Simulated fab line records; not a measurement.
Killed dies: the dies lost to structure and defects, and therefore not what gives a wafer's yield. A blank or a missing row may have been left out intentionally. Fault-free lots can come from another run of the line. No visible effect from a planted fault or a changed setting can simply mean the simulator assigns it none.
fab line records	flow rit-cmos
record: lots: 6	wafers: 18	last-day: 7
route steps=202 shown ACTIVE@1 FOX1@20 FOX2@23 M1@202
lots with no fault: from the same line, run without faults
start-h: start of the lot's first displayed wafer, in hours after the record's first day	wait-h: hours elapsed since this lot's preceding step	" the same as in the row above	L1.1+2: a single row standing in for several wafers	- no value, or no start was given	* or withheld: withheld	< > ~ a bound
route shown NAME@n: names a module that has steps shown in the file, with the first one's number in the route	usual: mean/standard deviation of fault-free wafers	same: alike in all rows	chamber/n: place in a boat	sites: per-site readings	_std_site: standard deviation of those values	_edge_site: the outer-site mean with the inner-site mean subtracted	radius-mm: for every site, how far away it sits from the centre of the wafer	mask NAME#n: copy n	behind: tool/chamber where the wafer was last shaped	hold: why the lot was held/for how many hours/how that ended	device: transistor that didn't switch, given as n, p or np	end of line: at the end of the route, the tests of the same wafers	step lacking rows: just its recipe	killed: at the first sort, the dies lost to defects and structure; wafer yield is something else	map: shows each die of a wafer: x if killed, . if not, _ if none is there
set.NAME: the run value of the setting; set.NAME@STEP: its run value at that earlier step	model.NAME: the simulator's own value behind a step, which no gauge read
certain route steps with their lots: each step a table, each wafer a row
services: from which hour (start-h, from the record's first day; less than 0 if before it) a tool's chamber was out of use, for how many hours, and why
== steps ==
step: RIT_ACTIVE_BOW_MEAS_00
recipe: mode: bow
usual: INCOMING_BOW: 0/6.7
lot.wafer	tool	chamber	start-h	wait-h	INCOMING_BOW[um]
L729.1	film-metro-02	-	30.00	-	-3
L729.3	"	-	"	"	0
L729.4	"	-	"	"	2
L730.2	film-metro-03	-	35.02	-	8
L730.3	"	-	"	"	1
L730.5	"	-	"	"	5
L741.3	film-metro-02	-	90.04	-	-13
L741.4	"	-	"	"	10
L741.5	"	-	"	"	1
L743.2	film-metro-02	-	100.02	-	-8
L743.3	"	-	"	"	6
L743.6	"	-	"	"	5
L747.1	film-metro-03	-	120.00	-	-1
L747.2	"	-	"	"	-5
L747.5	"	-	"	"	-13
L748.1	film-metro-02	-	125.00	-	-7
L748.2	"	-	"	"	0
L748.6	"	-	"	"	-5
step: RIT_ACTIVE_OXIDATION_01
recipe: temp-c: 1000	ambient: O2	target-thk-a: 468	ox-time-s: 3360
usual: ox-time-s: 3360/0	spike-tc-load-C: 1026.2/1.7	tube_center_temp_C_max: 1002.6/0.48
lot.wafer	tool	chamber	start-h	wait-h	ox-time-s	spike-tc-load-C	tube_center_temp_C_max	model.SiO2_of_ACTIVE_OXIDATION_01.thk-nm
L729.1	furnace-03	0	30.12	0.1	3360	1025.8	1002.9	46.08
L729.3	"	0	"	"	3360	1026.4	1002.8	46.33
L729.4	"	0	"	"	3360	1025.9	1002.1	46.71
L730.2	furnace-04	0	35.12	0.1	3360	1026.2	1002.3	47.31
L730.3	"	0	"	"	3360	1027.1	1002.0	47.73
L730.5	"	0	"	"	3360	1026.9	1002.2	47.91
L741.3	furnace-03	0	91.40	1.3	1512	1026.2	1002.4	28.97
L741.4	"	0	"	"	1512	1025.2	1002.4	29.61
L741.5	"	0	"	"	1512	1026.4	1002.2	28.16
L743.2	furnace-03	0	101.16	1.1	1512	1025.8	1002.5	30.11
L743.3	"	0	"	"	1512	1027.9	1003.2	30.7
L743.6	"	0	"	"	1512	1026.9	1003.4	29.72
L747.1	furnace-04	0	121.18	1.2	3360	1024.9	1002.5	48.21
L747.2	"	0	"	"	3360	1026.6	1002.5	47.99
L747.5	"	0	"	"	3360	1028.9	1002.2	48.02
L748.1	furnace-01	0	125.12	0.1	3360	1023.0	1002.5	47.7
L748.2	"	0	"	"	3360	1022.3	1001.8	48.03
L748.6	"	0	"	"	3360	1022.8	1002.1	48.1
step: RIT_ACTIVE_THK_MEAS_02
recipe: reads: SiO2_of_ACTIVE_OXIDATION_01
usual: ACTIVE_OXIDE_THK: 46.8/0.79
lot.wafer	tool	chamber	start-h	wait-h	ACTIVE_OXIDE_THK[nm]
L729.1	film-metro-02	-	32.05	0.0	46.1
L729.3	"	-	"	"	46.3
L729.4	"	-	"	"	46.7
L730.2	film-metro-03	-	37.06	0.0	47.4
L730.3	"	-	"	"	47.8
L730.5	"	-	"	"	47.9
L741.3	film-metro-03	-	93.35	0.0	29.0
L741.4	"	-	"	"	29.6
L741.5	"	-	"	"	28.1
L743.2	film-metro-03	-	103.10	0.0	30.1
L743.3	"	-	"	"	30.7
L743.6	"	-	"	"	29.7
L747.1	film-metro-02	-	123.12	0.0	48.2
L747.2	"	-	"	"	48.0
L747.5	"	-	"	"	48.0
L748.1	film-metro-02	-	127.05	0.0	47.7
L748.2	"	-	"	"	48.0
L748.6	"	-	"	"	48.1
step: RIT_ACTIVE_CVD_03
recipe: material: Si3N4	target-thk-nm: 150	temp-c: 810	precursor: SiH2Cl2/NH3	time-s: 1500	pressure-mtorr: 300	sih2cl2-flow-sccm: 60	nh3-flow-sccm: 150
step: RIT_ACTIVE_THK_MEAS_04
recipe: reads: Si3N4_of_ACTIVE_CVD_03
usual: ACTIVE_NITRIDE_THK: 150.4/1.4
lot.wafer	tool	chamber	start-h	wait-h	ACTIVE_NITRIDE_THK[nm]
L729.1	film-metro-03	-	33.53	0.0	151.4
L729.3	"	-	"	"	151.4
L729.4	"	-	"	"	150.9
L730.2	film-metro-01	-	38.54	0.0	151.4
L730.3	"	-	"	"	151.0
L730.5	"	-	"	"	150.7
L741.3	film-metro-03	-	94.83	0.0	150.3
L741.4	"	-	"	"	149.1
L741.5	"	-	"	"	151.2
L743.2	film-metro-03	-	104.58	0.0	149.1
L743.3	"	-	"	"	149.2
L743.6	"	-	"	"	149.1
L747.1	film-metro-03	-	125.28	0.0	149.0
L747.2	"	-	"	"	149.0
L747.5	"	-	"	"	149.8
L748.1	film-metro-03	-	128.53	0.0	151.2
L748.2	"	-	"	"	150.8
L748.6	"	-	"	"	149.6
step: RIT_ACTIVE_HMDS_05
recipe: prime-time-s: 60	prime-temp-c: 140
step: RIT_ACTIVE_COAT_06
recipe: resist: NOVOLAK	spin-rpm: 3250	resist-thk-nm: 1000
step: RIT_ACTIVE_SOFTBAKE_07
recipe: resist: NOVOLAK	temp-c: 90	time-s: 60
step: RIT_ACTIVE_EXPOSE_08
recipe: mask-id: M1	na: 0.6	source-shape: conventional	sigma-outer: 0.6	target-cd-nm: 1400	dose-mj: 225
step: RIT_ACTIVE_PEB_09
recipe: resist: NOVOLAK	temp-c: withheld	time-s: withheld
step: RIT_ACTIVE_DEVELOP_10
recipe: resist: NOVOLAK	develop-time-s: 50	dev-temp-c: 23
step: RIT_ACTIVE_CD_MEAS_11
recipe: target-cd-nm: 1400
usual: cd-nm: 1399.9/2.2
lot.wafer	tool	chamber	start-h	wait-h	cd-nm
L729.1	cd-sem-01	-	34.57	-	1404.3
L729.3	"	-	"	"	1403.5
L729.4	"	-	"	"	1403.3
L730.2	cd-sem-02	-	39.58	-	1399.8
L730.3	"	-	"	"	1400.8
L730.5	"	-	"	"	1401.0
L741.3	cd-sem-01	-	95.95	-	1401.7
L741.4	"	-	"	"	1399.0
L741.5	"	-	"	"	1400.6
L743.2	cd-sem-02	-	105.62	-	1398.9
L743.3	"	-	"	"	1397.2
L743.6	"	-	"	"	1397.4
L747.1	cd-sem-02	-	126.24	-	1400.5
L747.2	"	-	"	"	1401.2
L747.5	"	-	"	"	1401.3
L748.1	cd-sem-02	-	129.56	-	1398.1
L748.2	"	-	"	"	1395.6
L748.6	"	-	"	"	1396.1
step: RIT_ACTIVE_HARDBAKE_12
recipe: resist: NOVOLAK	temp-c: 140	time-s: 60
step: RIT_ACTIVE_ETCH_13
recipe: stop-on: SiO2	chemistry: SF6	target: Si3N4	time-s: 210	over-etch-frac: 0.4	SF6_flow_sccm: 200	pressure-mtorr: 260	rf-w: 125	target-depth-a: 2100
usual: drypump-motor-current-A: 5.9/0.45	oes-product-au: 0.826/0.015	throttle-valve-pct: 7.55/0.13
lot.wafer	tool	chamber	start-h	wait-h	drypump-motor-current-A	oes-product-au	rf-hours-counter-h	throttle-valve-pct
L729.1	rie-diel-01	2	34.84	0.1	5.5	0.838	41	7.41
L729.3	"	0	"	"	5.4	0.807	124	7.62
L729.4	"	3	"	"	5.6	0.819	21	7.39
L730.2	rie-diel-04	3	39.83	0.1	5.6	0.812	162	7.60
L730.3	"	2	"	"	6.1	0.824	164	7.62
L730.5	"	3	"	"	5.6	0.805	-	7.62
L741.3	rie-diel-01	0	96.18	0.1	5.4	0.794	125	7.63
L741.4	"	2	"	"	5.5	0.830	42	7.43
L741.5	"	1	"	"	6.8	0.818	-	7.33
L743.2	rie-diel-04	0	105.87	0.1	5.1	0.830	0	7.53
L743.3	"	1	"	"	5.9	0.842	136	7.56
L743.6	"	1	"	"	5.9	0.846	-	7.56
L747.1	rie-diel-01	1	126.71	0.1	6.7	0.799	79	7.31
L747.2	"	3	"	"	5.5	0.813	23	7.40
L747.5	"	3	"	"	5.5	0.819	-	7.41
L748.1	rie-diel-03	3	129.83	0.1	6.3	0.814	5	7.43
L748.2	"	1	"	"	5.7	0.842	117	7.77
L748.6	"	3	"	"	6.3	0.824	-	7.44
step: RIT_ACTIVE_STRIP_14
recipe: chemistry: O2	time-s: 180	resist: NOVOLAK	platen-temp-c: withheld	power-w: 500	pressure-mtorr: 4000	o2-flow-sccm: 4000
usual: drypump-motor-current-A: 5.5/0.68
lot.wafer	tool	chamber	start-h	wait-h	drypump-motor-current-A	rf-hours-counter-h
L729.1	plasma-asher-03	0	34.98	0.1	6.3	37
L729.3	"	1	"	"	5.0	-
L729.4	"	0	"	"	6.3	-
L730.2	plasma-asher-03	1	39.97	0.1	5.0	38
L730.3	"	0	"	"	6.3	-
L730.5	"	0	"	"	6.3	-
L741.3	plasma-asher-04	1	96.37	0.1	6.5	-
L741.4	"	0	"	"	5.0	-
L741.5	"	0	"	"	5.0	-
L743.2	plasma-asher-01	0	106.01	0.1	5.2	31
L743.3	"	1	"	"	4.8	-
L743.6	"	1	"	"	4.8	-
L747.1	plasma-asher-03	1	126.84	0.1	5.0	47
L747.2	"	0	"	"	6.3	47
L747.5	"	0	"	"	6.3	-
L748.1	plasma-asher-03	0	129.97	0.1	6.3	47
L748.2	"	1	"	"	5.0	47
L748.6	"	0	"	"	6.3	-
step: RIT_ACTIVE_CD_MEAS_90
recipe: target-cd-nm: 1400
usual: cd-nm: 1399.9/2.2
lot.wafer	tool	chamber	start-h	wait-h	cd-nm
L729.1	cd-sem-01	-	35.15	0.1	1403.9
L729.3	"	-	"	"	1403.5
L729.4	"	-	"	"	1403.2
L730.2	cd-sem-02	-	40.16	0.1	1399.7
L730.3	"	-	"	"	1400.8
L730.5	"	-	"	"	1401.6
L741.3	cd-sem-02	-	96.53	0.1	1401.7
L741.4	"	-	"	"	1399.4
L741.5	"	-	"	"	1400.8
L743.2	cd-sem-01	-	106.20	0.1	1398.5
L743.3	"	-	"	"	1397.4
L743.6	"	-	"	"	1397.2
L747.1	cd-sem-01	-	127.02	0.1	1399.8
L747.2	"	-	"	"	1401.4
L747.5	"	-	"	"	1401.1
L748.1	cd-sem-01	-	130.14	0.1	1398.4
L748.2	"	-	"	"	1395.5
L748.6	"	-	"	"	1396.4
step: RIT_ACTIVE_CLEAN_15
recipe: chemistry: SC1	mix: 3:3:50	time-s: 600	temp-c: 75
step: RIT_ACTIVE_CLEAN_16
recipe: chemistry: dHF	dilution: 50:1	time-s: 30
step: RIT_ACTIVE_CLEAN_17
recipe: chemistry: SC2	mix: 3:3:50	time-s: 600	temp-c: 75	dry: n2-spin
step: RIT_FOX1_OXIDATION_00
recipe: temp-c: 1100	ambient: H2O	target-thk-a: 3507	p-h2o-torr: 720	ox-time-s: 1130
step: RIT_FOX1_THK_MEAS_01
recipe: reads: SiO2_of_FOX1_OXIDATION_00
usual: FOX1_OXIDE_THK: 349/4.8
lot.wafer	tool	chamber	start-h	wait-h	FOX1_OXIDE_THK[nm]
L729.1	film-metro-02	-	37.76	0.0	351
L729.3	"	-	"	"	357
L729.4	"	-	"	"	355
L730.2	film-metro-02	-	41.95	0.0	344
L730.3	"	-	"	"	349
L730.5	"	-	"	"	343
L741.3	film-metro-04	-	101.18	0.0	346
L741.4	"	-	"	"	353
L741.5	"	-	"	"	352
L743.2	film-metro-02	-	109.62	0.0	354
L743.3	"	-	"	"	350
L743.6	"	-	"	"	354
L747.1	film-metro-01	-	128.82	0.0	343
L747.2	"	-	"	"	343
L747.5	"	-	"	"	344
L748.1	film-metro-04	-	132.93	0.0	344
L748.2	"	-	"	"	339
L748.6	"	-	"	"	334
step: RIT_FOX1_WET_ETCH_02
recipe: chemistry: BOE	target-depth-nm: 350	time-s: 390	temp-c: 21.5	dry: n2-spin	dilution: 10:1	target: SiO2
step: RIT_FOX2_OXIDATION_00
recipe: temp-c: 1100	ambient: H2O	target-thk-a: 3507	p-h2o-torr: 720	ox-time-s: 1130
step: RIT_FOX2_THK_MEAS_01
recipe: reads: SiO2_of_FOX2_OXIDATION_00
usual: FOX2_OXIDE_THK: 348/6.3
lot.wafer	tool	chamber	start-h	wait-h	FOX2_OXIDE_THK[nm]
L729.1	film-metro-03	-	39.25	0.0	350
L729.3	"	-	"	"	351
L729.4	"	-	"	"	351
L730.2	film-metro-02	-	43.44	0.0	345
L730.3	"	-	"	"	342
L730.5	"	-	"	"	347
L741.3	film-metro-02	-	104.69	0.0	358
L741.4	"	-	"	"	354
L741.5	"	-	"	"	354
L743.2	film-metro-03	-	111.11	0.0	348
L743.3	"	-	"	"	348
L743.6	"	-	"	"	346
L747.1	film-metro-03	-	131.74	0.0	344
L747.2	"	-	"	"	338
L747.5	"	-	"	"	344
L748.1	film-metro-03	-	134.43	0.0	343
L748.2	"	-	"	"	339
L748.6	"	-	"	"	342
step: RIT_FOX2_CLEAN_02
recipe: chemistry: dHF	dilution: 50:1	time-s: 180
step: RIT_FOX2_WET_ETCH_03
recipe: chemistry: H3PO4	target: Si3N4	target-depth-nm: 195	temp-c: 165	time-s: 2700
lot.wafer	tool	chamber	start-h	wait-h	model.SiO2_of_ACTIVE_OXIDATION_01.thk-nm
L729.1	wet-bench-03	2	39.37	0.0	41.08
L729.3	"	2	"	"	41.28
L729.4	"	2	"	"	41.3
L730.2	wet-bench-03	3	43.55	0.0	41.78
L730.3	"	3	"	"	42
L730.5	"	3	"	"	42.32
L741.3	wet-bench-01	3	104.79	0.0	25.79
L741.4	"	3	"	"	26.37
L741.5	"	3	"	"	24.29
L743.2	wet-bench-02	2	111.22	0.0	26.76
L743.3	"	2	"	"	26.5
L743.6	"	2	"	"	25.61
L747.1	wet-bench-01	0	131.87	0.0	41.98
L747.2+5	"	0	"	"	42.26
L748.1	wet-bench-01	0	134.55	0.0	42.2
L748.2	"	0	"	"	42.81
L748.6	"	0	"	"	42.56
step: RIT_FOX2_THK_MEAS_90
recipe: reads: SiO2_of_FOX2_OXIDATION_00
usual: FIELD_OXIDE_LEFT_1_THK: 321/6.3
lot.wafer	tool	chamber	start-h	wait-h	FIELD_OXIDE_LEFT_1_THK[nm]
L729.1	film-metro-02	-	40.13	0.0	323
L729.3	"	-	"	"	324
L729.4	"	-	"	"	324
L730.2	film-metro-04	-	44.32	0.0	318
L730.3	"	-	"	"	315
L730.5	"	-	"	"	320
L741.3	film-metro-04	-	105.57	0.0	331
L741.4	"	-	"	"	326
L741.5	"	-	"	"	327
L743.2	film-metro-02	-	111.99	0.0	321
L743.3	"	-	"	"	321
L743.6	"	-	"	"	319
L747.1	film-metro-04	-	133.38	0.0	316
L747.2	"	-	"	"	310
L747.5	"	-	"	"	317
L748.1	film-metro-03	-	136.07	0.0	315
L748.2	"	-	"	"	312
L748.6	"	-	"	"	315
step: RIT_M1_PROBE_99
usual: killed-at-contacts: 0.1/0.24	killed-at-front-end: 6.6/2.7	killed-dies: 6.6/2.7	killed-open: 3.3/1.8	killed-short: 3.4/1.9
same: gross-dies: 264	killed_at_M0_to_M3: 0	killed_at_M4_up: 0	killed-at-back-side: 0	killed-at-other: 0
lot.wafer	tool	chamber	start-h	wait-h	killed-at-contacts	killed-at-front-end	killed-dies	killed-open	killed-short	model.etest.pldd.width-nm	model.etest.nldd.width-nm	model.etest.nplus-sal.width-nm	model.etest.pplus-sal.width-nm	model.etest.nmos_0p3.r-on-ohm-um	model.etest.nmos-narrow.drive-ua-um	model.etest.pmos-narrow.drive-ua-um	model.etest.nmos_0p3.drive-ua-um
L729.1	prober-01	-	78.67	0.1	0	6	6	4	2	3179	3189	3460	3464	2169	228.5	99.67	225.6
L729.3	prober-01	-	78.77	0.2	0	6	6	4	2	3163	3171	3452	3442	2132	227.7	100.6	228.1
L729.4	prober-01	-	78.82	0.2	0	5	5	2	3	3172	3156	3464	3447	2156	225.1	99.91	229
L730.2	prober-02	-	82.86	0.1	0	5	5	3	2	3175	3196	3456	3452	2192	218	99.43	217.5
L730.3	prober-02	-	82.91	0.2	0	8	8	2	6	3195	3183	3447	3439	2192	215.8	98.19	215.7
L730.5	prober-02	-	83.01	0.2	0	10	10	4	6	3183	3188	3458	3448	2216	214.3	96.62	211.8
L741.3	prober-01	-	148.91	0.2	1	6	7	4	3	3320	3324	3576	3552	2041	272.6	122.4	239.3
L741.4	prober-01	-	148.96	0.2	0	3	3	2	1	3302	3310	3542	3554	2054	269.6	122.7	241.9
L741.5	prober-01	-	149.01	0.2	0	4	4	4	0	3322	3318	3571	3564	2055	271.3	124.1	239.9
L743.2	prober-01	-	155.47	0.1	0	9	9	4	5	3307	3304	3564	3530	2143	258.6	114.1	232
L743.3	prober-01	-	155.52	0.2	0	6	6	5	1	3299	3304	3554	3540	2139	255.2	113.4	230.6
L743.6	prober-01	-	155.67	0.2	0	1	1	1	0	3297	3315	3575	3548	2156	254.7	111.9	226.8
L747.1	prober-01	-	171.90	0.1	1	3	4	1	3	3182	3181	3456	3454	2242	214.1	95.72	212.1
L747.2	prober-01	-	171.95	0.1	0	3	3	1	2	3198	3201	3450	3460	2255	216.6	95.89	214.4
L747.5	prober-01	-	172.10	0.2	0	6	6	3	3	3178	3188	3470	3471	2275	214.6	94.26	212.4
L748.1	prober-02	-	173.53	0.1	0	6	6	4	2	3184	3195	3443	3437	2190	213.6	97.11	212.1
L748.2	prober-02	-	173.58	0.1	0	7	7	4	3	3188	3172	3411	3446	2206	214.9	98.73	212.1
L748.6	prober-02	-	173.78	0.2	0	4	4	2	2	3190	3180	3465	3455	2216	216	100.2	214.4
killed by level:class
L729.1 FOX1:geometric-particle:short=1 FOX2:geometric-particle:open=1 GATE:geometric-particle:short=1 GATE:geometric-particle:open=1 SPACER:geometric-particle:open=1 SILICIDE:geometric-particle:open=1
L729.3 GATE:geometric-particle:open=4 GATE:geometric-particle:short=2
L729.4 GATE:geometric-particle:short=3 GATE:geometric-particle:open=2
L730.2 REOX:geometric-particle:open=2 SILICIDE:geometric-particle:short=2 GATE:geometric-particle:open=1
L730.3 GATE:geometric-particle:short=4 GATE:geometric-particle:open=2 FOX1:geometric-particle:short=1 FOX2:geometric-particle:short=1
L730.5 GATE:geometric-particle:short=2 REOX:geometric-particle:short=2 REOX:geometric-particle:open=2 FOX1:geometric-particle:short=1 FOX1:geometric-particle:open=1 FOX2:geometric-particle:short=1 SPACER:geometric-particle:open=1
L741.3 FOX2:geometric-particle:open=2 FOX1:geometric-particle:open=1 GATE:geometric-particle:open=1 GATE:geometric-particle:short=1 SILICIDE:geometric-particle:short=1 CONTACT:geometric-particle:short=1
L741.4 GATE:geometric-particle:open=2 GATE:geometric-particle:short=1
L741.5 REOX:geometric-particle:open=2 FOX2:geometric-particle:open=1 GATE:geometric-particle:open=1
L743.2 GATE:geometric-particle:open=3 SILICIDE:geometric-particle:short=2 FOX1:geometric-particle:open=1 FOX1:geometric-particle:short=1 FOX2:geometric-particle:short=1 GATE:geometric-particle:short=1
L743.3 SILICIDE:geometric-particle:open=3 FOX1:geometric-particle:open=1 GATE:geometric-particle:open=1 SILICIDE:geometric-particle:short=1
L743.6 GATE:geometric-particle:open=1
L747.1 FOX2:geometric-particle:short=1 GATE:geometric-particle:short=1 GATE:geometric-particle:open=1 CONTACT:geometric-particle:short=1
L747.2 FOX1:geometric-particle:short=1 SPACER:geometric-particle:short=1 SILICIDE:geometric-particle:open=1
L747.5 FOX1:geometric-particle:short=2 GATE:geometric-particle:open=2 REOX:geometric-particle:short=1 REOX:geometric-particle:open=1
L748.1 SPACER:geometric-particle:open=2 GATE:geometric-particle:open=1 GATE:geometric-particle:short=1 SPACER:geometric-particle:short=1 SILICIDE:geometric-particle:open=1
L748.2 FOX1:geometric-particle:open=1 GATE:geometric-particle:open=1 REOX:geometric-particle:open=1 REOX:geometric-particle:short=1 SPACER:geometric-particle:short=1 SPACER:geometric-particle:open=1 SILICIDE:geometric-particle:short=1
L748.6 FOX2:geometric-particle:open=2 FOX2:geometric-particle:short=1 GATE:geometric-particle:short=1
== services ==
tool	chamber	start-h	hours	kind
wet-bench-01	-	7.91	1.9	pm
rie-diel-03	1	11.05	4.1	repair
plasma-asher-03	-	11.19	8.2	pm
rie-diel-03	2	19.47	10.6	repair
rie-diel-03	0	20.97	8.3	repair
rie-diel-04	0	21.44	8.9	repair
plasma-asher-04	-	39.45	0.6	repair
rie-diel-04	-	46.30	14.6	pm
rie-diel-03	2	49.00	5.9	repair
furnace-01	-	65.04	3.2	pm
plasma-asher-01	-	73.99	2.6	repair
rie-diel-04	0	87.92	-	clean
rie-diel-04	0	87.92	14.5	scheduled-down
rie-diel-04	0	87.92	14.5	vent-cycle
rie-diel-04	2	99.12	2.3	repair
wet-bench-02	-	99.21	6.7	repair
furnace-04	-	99.56	3.8	pm
rie-diel-04	2	102.39	-	clean
rie-diel-04	2	102.39	20.0	scheduled-down
rie-diel-04	2	102.39	20.0	vent-cycle
plasma-asher-03	-	111.94	2.0	repair
furnace-03	-	114.11	3.7	pm
rie-diel-04	3	122.35	-	clean
rie-diel-04	3	122.35	20.5	scheduled-down
== key ==
first-sign: step: RIT_ACTIVE_OXIDATION_01	reading: ox-time-s	direction: down	sigmas: 99+	usual: *	struck: *
effect: step: RIT_ACTIVE_THK_MEAS_02	reading: ACTIVE_OXIDE_THK	direction: down	sigmas: 22	usual: 46.8	struck: 29.5
model-effect: step: RIT_ACTIVE_OXIDATION_01	value: SiO2_of_ACTIVE_OXIDATION_01.thk-nm	without: 47.21	struck: 29.55
model-effect: step: RIT_FOX2_WET_ETCH_03	value: SiO2_of_ACTIVE_OXIDATION_01.thk-nm	without: 41.6	struck: 25.89
model-effect: step: RIT_M1_PROBE_99	value: etest.pldd.width-nm	without: 3165	struck: 3308
met-at RIT_ACTIVE_OXIDATION_01
struck-wafers L741.3,L741.4,L741.5,L743.2,L743.3,L743.6
tester-left-out L741,L743
onset-between 30.12 91.40
fault: kind: process-parameter-drift	tool: furnace-03	chamber: -	onset-h: 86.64	steps: RIT_ACTIVE_OXIDATION_01	channel: ox-time-s	offset: *	shape: step	end-h: 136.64	acts-in: *	stated: *
tester-left-out: of these lots the tester's yield and bins aren't shown, on N5 and GAA mostly nor the transistor test; their killed dies are dies lost to structure and defects alone, not to doping, threshold or leakage, so they don't give the yield
